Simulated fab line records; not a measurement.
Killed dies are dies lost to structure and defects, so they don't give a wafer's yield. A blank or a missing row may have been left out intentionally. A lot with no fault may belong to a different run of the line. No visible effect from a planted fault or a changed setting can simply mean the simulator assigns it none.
fab line records -- flow ritCmos
record lots=6, wafers=18, lastDay=7
route steps=202 shown PLDD@121 SPACER@125 NSD@131 M1@202
lots that met no fault: taken from a fault-free run of the same line
startH: hours from the record's first day to the start of the lot's first wafer shown -- waitH: time in hours since the lot's previous step -- " as in the row above -- L1.1+2: a single row standing in for several wafers -- - no value, or no start was given -- * or withheld: withheld -- < > ~ a bound
route shown NAME@n: names a module that has steps shown in the file, with the first one's number in the route -- usual: mean/standard deviation of fault-free wafers -- same: alike in all rows -- chamber/n: place in a boat -- sites: per-site readings -- _std_site: standard deviation of those values -- _edge_site: outer sites' mean less inner sites' -- radiusMm: how far each site lies from the wafer's centre -- mask NAME#n: copy n -- behind: the last tool/chamber to shape the wafer -- hold: why the lot was held/for how many hours/how that ended -- device: the transistor (n, p or np) that didn't switch -- end of line: the tests these same wafers got at the end of their route -- a step with no rows: only its recipe -- killed: at the first sort, the dies lost to defects and structure; wafer yield is something else -- map: a wafer's dies, marking killed ones x, the rest . and places with no die _
set.NAME: the run value of the setting; set.NAME@STEP: its run value at that earlier step -- model.NAME: the simulator's own value behind a step, which no gauge read
certain route steps with their lots: each step a table, each wafer a row
services: the hour from which a tool's chamber was out of use, counted from the record's first day as startH (under 0 if before that day), plus the number of hours and why
## steps
# step RIT_PLDD_HARDBAKE_07
# recipe resist=NOVOLAK, tempC=140, timeS=60
# step RIT_PLDD_IMPLANT_08
# recipe species=BF2, energyKev=20, doseCm2=9e+14, tiltDeg=7
# step RIT_PLDD_STRIP_09
# recipe chemistry=O2, timeS=180, resist=NOVOLAK, platenTempC=withheld, powerW=500, pressureMtorr=4000, o2FlowSccm=4000
# usual drypumpMotorCurrentA=6.0/0.55
lot.wafer,tool,chamber,startH,waitH,drypumpMotorCurrentA,rfHoursCounterH
L543.1,plasmaAsher-04,0,58.48,0.1,6.8,28
L543.3,plasmaAsher-04,1,58.48,0.1,5.5,-
L543.5,plasmaAsher-04,0,58.48,0.1,6.8,-
L549.2,plasmaAsher-04,1,92.45,0.1,5.5,31
L549.4,plasmaAsher-04,1,92.45,0.1,5.5,-
L549.6,plasmaAsher-04,1,92.45,0.1,5.5,-
L555.2,plasmaAsher-04,1,122.50,0.1,5.5,35
L555.5,plasmaAsher-04,1,122.50,0.1,5.5,-
L555.6,plasmaAsher-04,0,122.50,0.1,6.8,-
L556.1,plasmaAsher-02,1,123.70,0.1,5.7,49
L556.5,plasmaAsher-02,0,123.70,0.1,6.0,-
L556.6,plasmaAsher-02,1,123.70,0.1,5.7,-
L557.1,plasmaAsher-04,1,127.78,0.1,5.5,36
L557.2,plasmaAsher-04,0,127.78,0.1,6.8,36
L557.4,plasmaAsher-04,0,127.78,0.1,6.8,-
L562.1,plasmaAsher-04,0,153.35,0.1,6.8,39
L562.3,plasmaAsher-04,1,153.35,0.1,5.5,-
L562.6,plasmaAsher-04,1,153.35,0.1,5.5,-
# step RIT_PLDD_TW_MEAS_10
# usual PLDD_TW=2328/26
lot.wafer,tool,chamber,startH,waitH,PLDD_TW
L543.1,filmMetro-01,-,58.66,0.1,2298
L543.3,filmMetro-01,-,58.66,0.1,2290
L543.5,filmMetro-01,-,58.66,0.1,2273
L549.2,filmMetro-03,-,92.64,0.1,2367
L549.4,filmMetro-03,-,92.64,0.1,2369
L549.6,filmMetro-03,-,92.64,0.1,2346
L555.2,filmMetro-03,-,122.68,0.1,2343
L555.5,filmMetro-03,-,122.68,0.1,2353
L555.6,filmMetro-03,-,122.68,0.1,2348
L556.1,filmMetro-01,-,123.88,0.1,2307
L556.5,filmMetro-01,-,123.88,0.1,2296
L556.6,filmMetro-01,-,123.88,0.1,2293
L557.1,filmMetro-03,-,127.95,0.1,2343
L557.2,filmMetro-03,-,127.95,0.1,2355
L557.4,filmMetro-03,-,127.95,0.1,2352
L562.1,filmMetro-03,-,153.52,0.1,2344
L562.3,filmMetro-03,-,153.52,0.1,2333
L562.6,filmMetro-03,-,153.52,0.1,2332
# step RIT_SPACER_CLEAN_00
# recipe chemistry=SC1, mix=3:3:50, timeS=600, tempC=75
# step RIT_SPACER_CLEAN_01
# recipe chemistry=dHF, dilution=50:1, timeS=30
# step RIT_SPACER_CLEAN_02
# recipe chemistry=SC2, mix=3:3:50, timeS=600, tempC=75, dry=n2Spin
# step RIT_SPACER_CVD_03
# recipe material=Si3N4, targetThkNm=250, tempC=810, precursor=SiH2Cl2/NH3, timeS=3300, pressureMtorr=300, sih2cl2FlowSccm=60, nh3FlowSccm=150
# step RIT_SPACER_THK_MEAS_04
# recipe reads=Si3N4_of_SPACER_CVD_03
# usual SPACER_NITRIDE_THK=249.3/2.7
lot.wafer,tool,chamber,startH,waitH,SPACER_NITRIDE_THK[nm]
L543.1,filmMetro-04,-,61.00,0.0,247.6
L543.3,filmMetro-04,-,61.00,0.0,245.8
L543.5,filmMetro-04,-,61.00,0.0,246.7
L549.2,filmMetro-04,-,95.46,0.0,249.0
L549.4,filmMetro-04,-,95.46,0.0,252.1
L549.6,filmMetro-04,-,95.46,0.0,250.6
L555.2,filmMetro-04,-,125.04,0.0,241.7
L555.5,filmMetro-04,-,125.04,0.0,245.4
L555.6,filmMetro-04,-,125.04,0.0,243.7
L556.1,filmMetro-03,-,126.22,0.0,250.5
L556.5,filmMetro-03,-,126.22,0.0,248.5
L556.6,filmMetro-03,-,126.22,0.0,249.8
L557.1,filmMetro-04,-,130.31,0.0,253.1
L557.2,filmMetro-04,-,130.31,0.0,253.3
L557.4,filmMetro-04,-,130.31,0.0,253.0
L562.1,filmMetro-03,-,156.83,0.0,250.6
L562.3,filmMetro-03,-,156.83,0.0,250.2
L562.6,filmMetro-03,-,156.83,0.0,250.1
# step RIT_SPACER_ETCHBACK_05
# recipe targetDepthA=2500, SF6_flow_sccm=30, CHF3_flow_sccm=30, target=Si3N4, chemistry=SF6/CHF3, pressureMtorr=40, rfW=250, timeS=240, stopOn=SiO2
# usual drypumpMotorCurrentA=5.7/0.37, oesProductAu=0.840/0.014, throttleValvePct=10.27/0.16
lot.wafer,tool,chamber,startH,waitH,drypumpMotorCurrentA,oesProductAu,rfHoursCounterH,throttleValvePct
L543.1,rieDiel-03,0,61.06,0.1,5.9,0.848,157,10.32
L543.3,rieDiel-03,3,61.06,0.1,5.7,0.845,23,10.12
L543.5,rieDiel-03,0,61.06,0.1,5.9,0.833,-,10.30
L549.2,rieDiel-04,1,95.51,0.0,5.6,0.855,112,10.29
L549.4,rieDiel-04,3,95.51,0.0,5.3,0.827,87,10.22
L549.6,rieDiel-04,0,95.51,0.0,5.6,0.837,-,10.16
L555.2,rieDiel-01,2,125.09,0.0,5.7,0.811,26,10.05
L555.5,rieDiel-01,3,125.09,0.0,5.7,0.843,-,10.40
L555.6,rieDiel-01,0,125.09,0.0,6.4,0.821,-,10.45
L556.1,rieDiel-04,3,126.28,0.1,5.3,0.821,88,10.20
L556.5,rieDiel-04,3,126.28,0.1,5.3,0.809,-,10.20
L556.6,rieDiel-04,0,126.28,0.1,5.6,0.841,-,10.16
L557.1,rieDiel-03,0,130.37,0.1,5.9,0.872,0,10.31
L557.2,rieDiel-03,2,130.37,0.1,6.4,0.858,97,10.52
L557.4,rieDiel-03,1,130.37,0.1,5.6,0.832,136,9.97
L562.1,rieDiel-01,2,156.89,0.1,5.7,0.847,27,10.04
L562.3,rieDiel-01,0,156.89,0.1,6.4,0.830,131,10.46
L562.6,rieDiel-01,1,156.89,0.1,5.1,0.828,-,10.42
# step RIT_NSD_HMDS_00
# recipe primeTimeS=60, primeTempC=140
# step RIT_NSD_COAT_01
# recipe resist=NOVOLAK, spinRpm=3250, resistThkNm=1000
# step RIT_NSD_SOFTBAKE_02
# recipe resist=NOVOLAK, tempC=90, timeS=60
# usual exhaustPa=44.8/0.91, plateTempC=89.99/0.12, resistLineTempC=23.01/0.11, runLengthS=89.21/0.2
lot.wafer,tool,chamber,startH,waitH,exhaustPa,plateTempC,resistLineTempC,runLengthS
L543.1,lithoTrack-03,0,61.51,0.1,44.8,89.93,23.16,89.02
L543.3,lithoTrack-03,0,61.51,0.1,44.4,89.76,22.96,88.93
L543.5,lithoTrack-03,0,61.51,0.1,44.3,89.91,23.01,89.05
L549.2,lithoTrack-01,0,95.98,0.1,46.5,90.10,23.06,89.29
L549.4,lithoTrack-01,0,95.98,0.1,45.7,90.03,23.01,89.24
L549.6,lithoTrack-01,0,95.98,0.1,43.5,89.98,23.22,89.28
L555.2,lithoTrack-01,0,125.70,0.1,45.2,89.82,22.96,97.18
L555.5,lithoTrack-01,0,125.70,0.1,45.1,90.02,23.07,96.93
L555.6,lithoTrack-01,0,125.70,0.1,45.6,89.89,22.97,97.02
L556.1,lithoTrack-01,0,126.73,0.1,44.4,90.27,22.86,97.10
L556.5,lithoTrack-01,0,126.73,0.1,44.5,89.89,23.01,97.05
L556.6,lithoTrack-01,0,126.73,0.1,44.0,89.93,22.79,97.19
L557.1,lithoTrack-02,0,130.88,0.1,44.0,90.05,22.96,89.19
L557.2,lithoTrack-02,0,130.88,0.1,44.7,89.85,23.02,89.18
L557.4,lithoTrack-02,0,130.88,0.1,44.6,90.07,23.09,89.35
L562.1,lithoTrack-03,0,157.34,0.1,45.4,89.94,23.07,88.88
L562.3,lithoTrack-03,0,157.34,0.1,44.9,90.17,22.99,88.91
L562.6,lithoTrack-03,0,157.34,0.1,45.3,90.04,23.13,89.06
# step RIT_NSD_EXPOSE_03
# recipe maskId=M9, na=0.57, targetCdNm=40700, doseMj=250
# step RIT_M1_PROBE_99
# usual killedAtContacts=0.1/0.38, killedAtFrontEnd=6.9/2.9, killedDies=7.1/3, killedOpen=3.5/2.1, killedShort=3.5/2
# same grossDies=264, killed_at_M0_to_M3=0, killed_at_M4_up=0, killedAtBackSide=0, killedAtOther=0
lot.wafer,tool,chamber,startH,waitH,killedAtContacts,killedAtFrontEnd,killedDies,killedOpen,killedShort
L543.1,prober-01,-,72.81,0.1,0,7,7,4,3
L543.3,prober-01,-,72.91,0.2,0,8,8,4,4
L543.5,prober-01,-,73.01,0.2,0,5,5,2,3
L549.2,prober-02,-,106.67,0.1,1,5,6,1,5
L549.4,prober-02,-,106.77,0.2,0,6,6,1,5
L549.6,prober-02,-,106.87,0.2,1,4,5,2,3
L555.2,prober-02,-,136.73,0.1,0,4,4,3,1
L555.5,prober-02,-,136.88,0.2,0,10,10,5,5
L555.6,prober-02,-,136.93,0.2,0,4,4,1,3
L562.1,prober-01,-,168.44,0.1,0,5,5,2,3
L562.3,prober-01,-,168.54,0.2,0,4,4,2,2
L562.6,prober-01,-,168.69,0.2,0,6,6,3,2
# killed by level:class
L543.1 GATE:geometricParticle:open=3 REOX:geometricParticle:short=2 FOX1:geometricParticle:short=1 REOX:geometricParticle:open=1
L543.3 SPACER:geometricParticle:short=3 GATE:geometricParticle:open=2 SPACER:geometricParticle:open=2 GATE:geometricParticle:short=1
L543.5 FOX1:geometricParticle:short=3 FOX1:geometricParticle:open=1 SPACER:geometricParticle:open=1
L549.2 GATE:geometricParticle:short=3 SPACER:geometricParticle:open=1 SILICIDE:geometricParticle:short=1 CONTACT:geometricParticle:short=1
L549.4 SILICIDE:geometricParticle:short=2 FOX1:geometricParticle:short=1 GATE:geometricParticle:short=1 REOX:geometricParticle:open=1 SPACER:geometricParticle:short=1
L549.6 FOX1:geometricParticle:short=3 REOX:geometricParticle:open=1 CONTACT:geometricParticle:open=1
L555.2 SILICIDE:geometricParticle:open=2 FOX2:geometricParticle:open=1 SILICIDE:geometricParticle:short=1
L555.5 GATE:geometricParticle:open=4 GATE:geometricParticle:short=2 ACTIVE:geometricParticle:short=1 SPACER:geometricParticle:short=1 SPACER:geometricParticle:open=1 SILICIDE:geometricParticle:short=1
L555.6 FOX1:geometricParticle:short=2 GATE:geometricParticle:short=1 REOX:geometricParticle:open=1
L562.1 FOX1:geometricParticle:short=2 FOX1:geometricParticle:open=1 GATE:geometricParticle:short=1 SPACER:geometricParticle:open=1
L562.3 FOX1:geometricParticle:open=2 FOX1:geometricParticle:short=1 GATE:geometricParticle:short=1
L562.6 GATE:geometricParticle:open=3 GATE:geometricParticle:short=2 NRETRO:coatMicrobubblePrinted=1
## services
tool,chamber,startH,hours,kind
rieDiel-03,1,59.09,4.2,repair
rieDiel-03,2,61.72,3.1,repair
plasmaAsher-04,-,67.36,4.3,pm
rieDiel-04,2,78.25,10.4,repair
rieDiel-03,0,107.41,-,clean
rieDiel-03,0,107.41,17.7,scheduledDown
rieDiel-03,0,107.41,17.7,ventCycle
rieDiel-01,-,120.40,0.3,repair
rieDiel-01,3,127.01,20.2,repair
lithoTrack-02,-,131.90,-,consumableReplace:filter
rieDiel-01,0,133.54,6.1,repair
## key
firstSign step=RIT_NSD_SOFTBAKE_02, reading=runLengthS, direction=up, sigmas=39, usual=*, struck=*
effect none on later readings
metAt RIT_NSD_SOFTBAKE_02
struckWafers L555.2,L555.5,L555.6,L556.1,L556.5,L556.6
testerLeftOut L555,L556
onsetBetween 95.98 125.70
fault kind=processParameterDrift, tool=lithoTrack-01, chamber=-, onsetH=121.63, steps=RIT_NSD_SOFTBAKE_02, channel=timeS, offset=*, shape=step, endH=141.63, actsIn=*, stated=*
# testerLeftOut: of these lots the tester's yield and bins aren't shown, on N5 and GAA mostly nor the transistor test; their killed dies are dies lost to structure and defects alone, not to doping, threshold or leakage, so they don't give the yield
